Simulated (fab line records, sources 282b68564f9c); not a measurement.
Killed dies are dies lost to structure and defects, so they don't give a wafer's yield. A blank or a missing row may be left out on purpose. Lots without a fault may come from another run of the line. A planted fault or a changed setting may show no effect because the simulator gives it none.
Which tool did it? | flow rit_cmos | 14 lots, 42 wafers sampled, at 2 steps of a route of 202

WHAT THE GAUGES READ, wafer by wafer
The record holds no reading of a measuring or inspecting step that can be judged against a usual standard deviation.

WHICH TOOL RAN EACH LOT (tool, then ch and the chambers of the sampled wafers, then the start)
lot  | RIT_CONTACT_CVD_00             | RIT_M1_PROBE_99
L769 | pecvd-03 ch 0,2, day 3 13:26   | prober-01, day 3 21:36
L770 | pecvd-01 ch 0,2, day 3 14:59   | prober-02, day 3 23:06
L771 | pecvd-04 ch 0,1, day 3 19:37   | prober-01, day 4 02:01
L773 | pecvd-01 ch 0,1,2, day 4 07:01 | prober-01, day 4 15:48
L776 | pecvd-01 ch 0,2, day 4 22:33   | prober-02, day 5 07:12
L778 | pecvd-01 ch 0,1,2, day 5 10:34 | prober-02, day 5 21:09
L779 | pecvd-04 ch 0,1,2, day 5 10:58 | prober-02, day 5 20:45
L782 | pecvd-04 ch 0,2, day 6 05:37   | prober-02, day 6 12:25
L783 | pecvd-03 ch 0,1, day 6 17:16   | prober-01, day 6 23:46
L786 | pecvd-03 ch 0,2, day 7 01:53   | prober-02, day 7 09:58
L787 | pecvd-01 ch 1,2, day 7 04:58   | prober-01, day 7 11:40
L789 | pecvd-03 ch 1,2, day 7 13:12   | prober-01, day 7 19:29
L790 | pecvd-01 ch 0,1, day 7 17:13   | prober-02, day 8 01:13
L792 | pecvd-03 ch 0,1,2, day 8 00:59 | prober-02, day 8 07:52
- RIT_CONTACT_CVD_00: deposits SiO2 from TEOS, target thk 400 nm, time 61 s.
- RIT_M1_PROBE_99

WHAT THE TOOLS THEMSELVES READ (means of the sampled wafers that have a number; where no wafer has one, the mark that the record gives instead)
RIT_CONTACT_CVD_00. Usual: heater_power_w 318 W, standard deviation 48.
lot  | tool     | heater_power_w (W) | flag
L769 | pecvd-03 | 358                |
L770 | pecvd-01 | 299                |
L771 | pecvd-04 | 271                |
L773 | pecvd-01 | 325                |
L776 | pecvd-01 | 289                |
L778 | pecvd-01 | 338                |
L779 | pecvd-04 | 297                |
L782 | pecvd-04 | 338                |
L783 | pecvd-03 | 341                |
L786 | pecvd-03 | 367                |
L787 | pecvd-01 | 326                |
L789 | pecvd-03 | 349                |
L790 | pecvd-01 | 347                |
L792 | pecvd-03 | 333                |

RIT_M1_PROBE_99. Usual: killed_at_M0_to_M3 0.0, standard deviation 0.2; killed_at_contacts 0.0, standard deviation 0.2; killed_at_front_end 6.8, standard deviation 2.9; killed_dies 6.8, standard deviation 2.9; killed_open 3.3, standard deviation 1.9; killed_short 3.5, standard deviation 2.
lot  | tool      | killed_at_M0_to_M3 | killed_at_contacts | killed_at_front_end | killed_dies | killed_open | killed_short | flag
L769 | prober-01 | 0.0                | 0.0                | 6.0                 | 6.0         | 1.7         | 4.3          |
L770 | prober-02 | 0.0                | 0.0                | 4.3                 | 4.3         | 2.3         | 1.7          |
L771 | prober-01 | 0.0                | 0.0                | 7.3                 | 7.3         | 3.3         | 4.0          |
L773 | prober-01 | 0.0                | 0.0                | 6.0                 | 6.0         | 1.7         | 4.3          |
L776 | prober-02 | 0.0                | 0.0                | 5.3                 | 5.3         | 2.0         | 3.3          |
L778 | prober-02 | 0.3                | 0.0                | 7.3                 | 7.7         | 3.3         | 4.3          |
L779 | prober-02 | 0.0                | 34.7               | 12.7                | 47.3        | 6.3         | 6.3          | OFF
L782 | prober-02 | 0.0                | 40.7               | 4.7                 | 45.3        | 3.3         | 1.3          | OFF
L783 | prober-01 | 0.0                | 0.3                | 4.0                 | 4.3         | 1.7         | 2.3          |
L786 | prober-02 | 0.0                | 0.0                | 7.0                 | 7.0         | 4.3         | 2.7          |
L787 | prober-01 | 0.3                | 0.0                | 4.7                 | 5.0         | 3.0         | 2.0          |
L789 | prober-01 | 0.0                | 0.0                | 7.7                 | 7.7         | 4.3         | 3.3          |
L790 | prober-02 | 0.0                | 0.3                | 8.0                 | 8.3         | 4.0         | 4.3          |
L792 | prober-02 | 0.3                | 0.0                | 4.3                 | 4.7         | 2.7         | 2.0          |

THE ANSWER, worked out from the rows above alone
Rule: a lot is off if the mean of its wafers that have a number lies more than 3 standard deviations from the usual mean. A lot without any number at a reading at which 4 lots or more have one is off too. The other lots that the step has rows for count as sound. The gauges are gone through in route order, then the tools' own readings, and for those a lot's mean is taken as printed above. The first step at which some lot is off is used, and at that step the reading that is off furthest; a lot without a number counts as furthest.
Off: L779, L782, at RIT_M1_PROBE_99 (killed_at_contacts).
A tool fits if, at that step or a process step before it, it ran every lot that is off, and no sound lot after the first of them. One fits: pecvd-04 at RIT_CONTACT_CVD_00. Its last sound lot is L771 (day 3 19:37), its first lot that is off L779 (day 5 10:58): a fault that began between those two fits.

WHAT THE SIMULATOR HAD PUT IN
Chamber particle source: pecvd-04, from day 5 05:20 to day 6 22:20, at RIT_CONTACT_CVD_00. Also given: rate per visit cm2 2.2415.
Lots struck among those shown: L779, L782. The rule above found the same.
